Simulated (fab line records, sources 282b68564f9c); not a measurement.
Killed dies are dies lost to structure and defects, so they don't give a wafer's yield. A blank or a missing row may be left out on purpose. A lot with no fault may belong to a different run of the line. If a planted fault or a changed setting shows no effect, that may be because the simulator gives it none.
fab line records    flow rit_cmos
[record] lots = 14  wafers = 42  last_day = 7
route steps=202 shown PWELL@47 M1@202
lots that met no fault: from a run of the same line without faults
start_h: start of the lot's first displayed wafer, in hours after the record's first day    wait_h: time in hours since the lot's previous step    " unchanged from the row above    L1.1+2: one row covering several wafers at once    - value missing, or start not given    * or withheld: withheld    < > ~ a bound
route shown NAME@n: NAME is a module with steps in the file, n the number in the route of the first one    usual: mean/standard deviation of fault-free wafers    same: alike in all rows    chamber/n: place in a boat    sites: each site's reading    _std_site: their standard deviation    _edge_site: inner sites' mean taken away from outer sites' mean    radius_mm: for every site, how far away it sits from the centre of the wafer    mask NAME#n: copy n    behind: the most recent tool/chamber to have shaped the wafer    hold: why the lot was held/for how many hours/how that ended    device: whichever transistor did not switch (one of n, p or np)    end of line: at the end of the route, the tests of the same wafers    for a step that has no rows: nothing shown but its recipe    killed: the dies lost at the first sort to structure and to defects; this is not the yield of the wafer    map: dies across one wafer; x = killed, . = not, _ = none there
set.NAME: setting as actually run; set.NAME@STEP: the setting as run at that earlier step    model.NAME: the simulator's own value behind a step, which no gauge read
one table for each step of the route and one row for each wafer, over a sample of lots
services: a tool's chamber out of use, with start hour (start_h, from the record's first day; less than 0 if before it), hours out, and reason
[[steps]]
[step RIT_PWELL_IMPLANT_08]
[recipe] species = B  energy_kev = 170  dose_cm2 = 7e+13  tilt_deg = 7
[usual] beam_energy_keV = 169.99/0.054
lot.wafer  tool          chamber  start_h  wait_h  beam_energy_keV
L768.3     implanter-01  0        32.53    0.2     169.98
L768.4     "             0        "        "       169.96
L768.5     "             0        "        "       169.97
L769.1     implanter-01  0        38.41    0.2     169.99
L769.3     "             0        "        "       169.96
L769.4     "             0        "        "       169.94
L770.1     implanter-04  0        44.54    0.2     169.92
L770.4     "             0        "        "       169.94
L770.5     "             0        "        "       169.99
L771.2     implanter-04  0        48.94    0.2     170.07
L771.4     "             0        "        "       170.11
L771.5     "             0        "        "       170.11
L772.3     implanter-02  0        52.15    0.2     169.96
L772.4     "             0        "        "       169.93
L772.5     "             0        "        "       170.08
L778.2     implanter-04  0        83.10    0.2     170.07
L778.3     "             0        "        "       169.92
L778.4     "             0        "        "       169.99
L780.2     implanter-01  0        92.97    0.2     169.90
L780.3     "             0        "        "       169.94
L780.5     "             0        "        "       169.97
L781.1     implanter-04  0        99.73    0.2     176.67
L781.4     "             0        "        "       176.66
L781.5     "             0        "        "       176.70
L782.1     implanter-04  0        103.79   0.2     176.68
L782.5     "             0        "        "       176.66
L782.6     "             0        "        "       176.61
L784.1     implanter-02  0        113.62   0.2     170.00
L784.3     "             0        "        "       170.03
L784.5     "             0        "        "       170.02
L785.1     implanter-02  0        118.96   0.2     170.08
L785.4     "             0        "        "       170.02
L785.5     "             0        "        "       169.91
L787.1     implanter-01  0        127.27   0.2     170.07
L787.2     "             0        "        "       170.02
L787.5     "             0        "        "       169.99
L788.2     implanter-02  0        133.15   0.2     169.97
L788.3     "             0        "        "       170.06
L788.5     "             0        "        "       170.05
L789.1     implanter-01  0        138.57   0.2     169.95
L789.2     "             0        "        "       169.90
L789.4     "             0        "        "       170.05
[step RIT_M1_PROBE_99]
[usual] killed_at_contacts = 0.1/0.27  killed_at_front_end = 7/3  killed_dies = 7.0/3  killed_open = 3.5/2.1  killed_short = 3.4/1.9
[same] gross_dies = 264  killed_at_M0_to_M3 = 0  killed_at_M4_up = 0  killed_at_back_side = 0  killed_at_other = 0
lot.wafer  tool       chamber  start_h  wait_h  killed_at_contacts  killed_at_front_end  killed_dies  killed_open  killed_short
L780.2     prober-01  -        129.09   0.1     0                   7                    7            4            3
L780.3     prober-01  -        129.14   0.2     0                   9                    9            2            7
L780.5     prober-01  -        129.24   0.2     0                   3                    3            1            2
// killed by level:class
L780.2 SILICIDE:geometric_particle:open=3 FOX1:geometric_particle:open=1 GATE:geometric_particle:short=1 REOX:geometric_particle:short=1 SILICIDE:geometric_particle:short=1
L780.3 GATE:geometric_particle:short=4 SILICIDE:geometric_particle:short=2 FOX2:geometric_particle:open=1 REOX:geometric_particle:short=1 SPACER:geometric_particle:open=1
L780.5 FOX1:geometric_particle:short=1 GATE:geometric_particle:short=1 REOX:geometric_particle:open=1
[[services]]
tool          chamber  start_h  hours  kind
implanter-01  -        53.72    1.8    repair
implanter-04  -        54.87    3.8    pm
implanter-02  -        58.44    2.9    pm
implanter-02  -        78.32    2.1    repair
implanter-04  -        121.91   3.4    repair
[[key]]
[first_sign] step = RIT_PWELL_IMPLANT_08  reading = beam_energy_keV  direction = up  sigmas = 99+  usual = 169.99  struck = 176.66
effect none on later readings
met_at RIT_PWELL_IMPLANT_08
struck_lots L781,L782
tester_left_out L781,L782
onset_between 83.10 99.73
[fault] kind = process_parameter_drift  tool = implanter-04  chamber = -  onset_h = 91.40  steps = RIT_PWELL_IMPLANT_08  channel = energy_kev  offset = 6.6676  shape = step  end_h = 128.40  acts_in = these_recipes_only  stated = 170
// tester_left_out: of these lots the tester's yield and bins aren't shown, on N5 and GAA mostly nor the transistor test; their killed dies are dies lost to structure and defects alone, not to doping, threshold or leakage, so they don't give the yield
